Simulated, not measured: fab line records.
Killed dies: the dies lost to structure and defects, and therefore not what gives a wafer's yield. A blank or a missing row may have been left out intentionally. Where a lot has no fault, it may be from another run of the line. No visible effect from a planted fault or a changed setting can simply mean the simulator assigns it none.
A lot that was struck, set against a sound lot || flow berkeleyCmos170 || 13 steps out of a route of 331
Sound: these wafers, L924.1, L924.3, L924.6. The struck wafers were L934.1, L934.2, L934.3. The cause is named last.
At each step with rows: each side's tool, then ch and its chambers, then its first start. Under that, the readings that differ: sound wafers || struck wafers || difference of the means || sigmas: that difference in standard deviations of wafers without a fault.
alike: same words and numbers on both sides, and readings whose means sit less than 2 such deviations apart. not compared: any withheld reading, any reading some wafer has no value for, any bound like >300 that may hide the same value, and any number with overlapping values for which the record gives no deviation.
The two part at a step that has a row with sigmas, a row that says differs or no value, or rows on one side only. Non-overlapping numbers with no deviation appear without sigmas and do not part them. A reading that every wafer of one side lacks parts them only if that side has two wafers or more.

UCB170_START_BOW_MEAS_00:
  sound on filmMetro-02 at day 2 01:00; struck on filmMetro-02 at day 4 03:00
  alike: INCOMING_BOW
then, 2 steps without rows for these wafers: UCB170_START_CLEAN_01 (cleans in dHF, time 60 s); UCB170_START_OXIDATION_02 (target thk 20 nm, ox time 1800 s).
UCB170_START_THK_MEAS_03:
  sound on filmMetro-02 at day 2 08:04; struck on filmMetro-02 at day 4 10:47
  alike: START_OXIDE_THK
then, 4 steps without rows for these wafers: UCB170_START_ANNEAL_04 (time 1200 s); UCB170_ZERO_HMDS_00 (prime time 60 s); UCB170_ZERO_COAT_01 (resist thk 900 nm); UCB170_ZERO_SOFTBAKE_02 (time 60 s).
UCB170_ZERO_EXPOSE_03: exposes mask PM MARKS, target cd 4000 nm.
  sound on krfScanner-01 ch 0, day 2 15:14; struck on krfScanner-01, day 4 17:15
  no value came back on the struck wafers for exposureDoseMJCm2, focusOffsetNm (nm); on the sound wafers exposureDoseMJCm2 reads 30.03 30.07 30.01
  alike: mask
then, 2 steps without rows for these wafers: UCB170_ZERO_PEB_04; UCB170_ZERO_DEVELOP_05 (develop time 45 s).
UCB170_ZERO_ETCH_06: etches SiO2 in CHF3/CF4/Ar, time 12 s.
  sound on rieDiel-03 ch 2,3, day 2 15:38; struck on rieDiel-02 ch 0,1,3, day 4 17:38
{"reading": "oesProductAu (a.u.)", "sound": "0.624 0.616 0.622", "struck": "0.369 0.372 0.370", "difference": -0.250, "sigmas": -31}
  alike: drypumpMotorCurrentA, throttleValvePct
  not compared: rfHoursCounterH
UCB170_ZERO_STRIP_07: strips in O2.
  sound on plasmaAsher-03 ch 1, day 2 15:40; struck on plasmaAsher-03 ch 0,1, day 4 17:40
  alike: drypumpMotorCurrentA, oesProductAu, stripTimeToEndpointS
  not compared: rfHoursCounterH

WHERE THEY PART
First at UCB170_ZERO_EXPOSE_03; last, within this record, at UCB170_ZERO_ETCH_06. Later steps at which nothing parts them and some readings are alike: UCB170_ZERO_STRIP_07.

WHY: what had been put in by the simulator
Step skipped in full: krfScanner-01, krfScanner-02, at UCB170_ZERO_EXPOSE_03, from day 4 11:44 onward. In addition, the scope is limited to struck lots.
